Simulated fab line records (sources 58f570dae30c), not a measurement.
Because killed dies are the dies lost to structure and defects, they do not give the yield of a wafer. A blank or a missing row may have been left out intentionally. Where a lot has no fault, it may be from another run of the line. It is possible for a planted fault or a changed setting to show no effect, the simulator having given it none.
Code-filled problem report in 8D (eight disciplines) form / flow berkeley_cmos170 / the parts of the form that need people (team, actions taken, sign-off) are left out

== 1. PROBLEM STATEMENT ==
Mean of rf_fwd_power_W at UCB170_M1_METAL_ETCH_12: 526.3 W across 9 wafers in 3 lots; on wafers with no fault it is 596.5 W (standard deviation 2.3). That puts it -31 standard deviations away from the usual mean.
The step: etches Al in Cl2/BCl3, stops on PSG, target depth 780 nm, time 130 s.
The first sign was on wafer L273.1 at day 11 01:05, on rie_metal-03. The record has a number at this step for 21 wafers belonging to 7 lots. The rule behind "out" and "out of limits": a value lying over 4 standard deviations away from the usual mean. All remaining wafers that have a number are taken as sound.

== 2. WHAT IT IS, AND WHAT IT ISN'T ==
question=which readings at this step | is=rf_fwd_power_W | is not=drypump_motor_current_A, throttle_valve_pct
question=which lots | is=L273, L274, L276 | is not=L268, L270, L281, L282
question=which wafers of those lots | is=all that have a number | is not=-
question=read on which tools | is=rie_metal-03 | is not=rie_metal-02
question=when | is=from day 11 01:05 | is not=up to then (6 sound wafers); but 6 sound wafers of L281, L282 came after

== 3. THE SUSPECTS, EACH WITH WHAT RULES IT OUT ==
Counting: a tool at a process step up to the reading stays a suspect if it ran every lot that is out and no sound lot after the first of them.
- rie_metal-03 at UCB170_M1_METAL_ETCH_12 (etches Al in Cl2/BCl3, stops on PSG, target depth 780 nm, time 130 s): kept. All lots that are out passed through it, beginning with L273 at day 11 01:05, and no sound lot followed; its final sound lot before that point was L268 at day 9 22:07. Out on those wafers are its own readings of rf_fwd_power_W.
Remaining after the count: rie_metal-03 at UCB170_M1_METAL_ETCH_12.

== 4. THE CAUSE (what the simulator had put in) ==
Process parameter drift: rie_metal-03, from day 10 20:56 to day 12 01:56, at UCB170_M1_METAL_ETCH_12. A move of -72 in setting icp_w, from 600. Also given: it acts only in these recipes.
The count eliminated every tool but this one.

== 5. THE CHAIN OF EFFECTS, in route order ==
Each row: a reading whose mean over the struck wafers that have a number lies more than 3 standard deviations from the usual. Only readings for which the record gives a usual standard deviation are gone through. hours: the time from each lot's start at the first step in this table that gives one to its start at this step, as a median over the lots. sigmas: the change in usual standard deviations.
hours=0; step=UCB170_M1_METAL_ETCH_12; reading=rf_fwd_power_W; usual=596.5 W; on struck wafers=526.3; change=-70.2; sigmas=-31
It contains these process steps:
- UCB170_M1_METAL_ETCH_12: etches Al in Cl2/BCl3, stops on PSG, target depth 780 nm, time 130 s.

== 6. WHAT WOULD HAVE CAUGHT IT SOONER ==
In this record the first reading out of limits was taken at day 11 01:05, 4 hours after the fault began at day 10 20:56.
